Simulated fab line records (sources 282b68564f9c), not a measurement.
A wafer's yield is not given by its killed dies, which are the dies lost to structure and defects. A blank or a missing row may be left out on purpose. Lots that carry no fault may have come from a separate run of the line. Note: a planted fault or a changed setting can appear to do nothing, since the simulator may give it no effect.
2 desks, one fault -- flow rit_cmos -- each desk holds nothing but its own numbers, with what lay behind them at the end

## AT THE TOOL OWNER'S DESK: rie_diel-02
The tool's own readings at RIT_SPACER_ETCHBACK_05 (etches Si3N4 in SF6/CHF3, stops on SiO2, target depth 250 nm, time 240 s): means of the sampled wafers that have a number, for each lot that ran on this tool. A lot is out of limits, marked OUT, if its mean lies more than 4 standard deviations from the usual mean; the brackets give that distance.
Columns: A = drypump_motor_current_A at RIT_SPACER_ETCHBACK_05, usual 5.8 A; B = oes_product_au at RIT_SPACER_ETCHBACK_05, usual 0.842 a.u.; C = rf_fwd_power_W at RIT_SPACER_ETCHBACK_05, usual 249.5 W; D = throttle_valve_pct at RIT_SPACER_ETCHBACK_05, usual 10.23 %
lot,first seen here,A,B,C,D
L410,day 3 04:14,5.6,0.834,248.8,10.39
L422,day 5 11:22,5.7,0.830,236.6 (-16) OUT,10.24
This desk finds L422 out of limits, L422 being first, at day 5 11:22 (rf_fwd_power_W at RIT_SPACER_ETCHBACK_05). L410: within limits.

## FROM THE METROLOGY DESK
Means of the sampled wafers that have a number, per lot and without regard to the tool the lot ran on: this is what the gauges read. A lot is out of limits, marked OUT, if its mean lies more than 4 standard deviations from the usual mean; the brackets give that distance. It has 10 readings; the 7 that lie furthest out on some lot are the ones shown.
Columns: A = PLDD_TW at RIT_PLDD_TW_MEAS_10, usual 2347; B = SPACER_NITRIDE_THK at RIT_SPACER_THK_MEAS_04, usual 249.8 nm; C = PSD_OVL at RIT_PSD_OVL_MEAS_06, usual 0.4 nm; D = PSD_TW at RIT_PSD_TW_MEAS_10, usual 3443; E = PSD_RS at RIT_SDANNEAL_RS_MEAS_04, usual 115.9 ohm/sq; F = NSD_RS at RIT_SDANNEAL_RS_MEAS_05, usual 84.56 ohm/sq; G = PLDD_RS at RIT_SDANNEAL_RS_MEAS_06, usual 178.6 ohm/sq
lot,first seen here,A,B,C,D,E,F,G
L410,day 3 01:20,2377,248.4,1.7,3493,115.8,84.13,179.0
L411,day 3 06:43,2350,251.4,0.0,3415,116.1,84.35,178.0
L422,day 5 08:14,2381,248.9,-0.4,3493,115.8,84.59,178.7
L425,day 5 22:56,2321,246.6,-1.7,3381,116.4,84.32,179.2
L426,day 6 03:48,2398,249.7,-0.1,3442,116.1,84.71,178.4
Result from this desk: across the 5 lots, nothing is out of limits.

## BROUGHT TOGETHER
On L422, at day 5 11:22, an alarm was possible from the tool owner's desk.
From the metrology desk's view, nothing was out of limits.
The metrology desk holds a record of L422, inside its limits.
Every lot named ran RIT_SPACER_ETCHBACK_05 on rie_diel-02.

## WHAT THE SIMULATOR HAD INSERTED
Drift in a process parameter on rie_diel-02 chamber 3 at RIT_SPACER_ETCHBACK_05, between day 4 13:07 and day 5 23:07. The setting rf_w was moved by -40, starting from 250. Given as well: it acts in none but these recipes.
Struck lots among those shown: L422.
Time in hours from fault onset to the first out-of-limits reading at each desk: the tool owner's desk, 22.
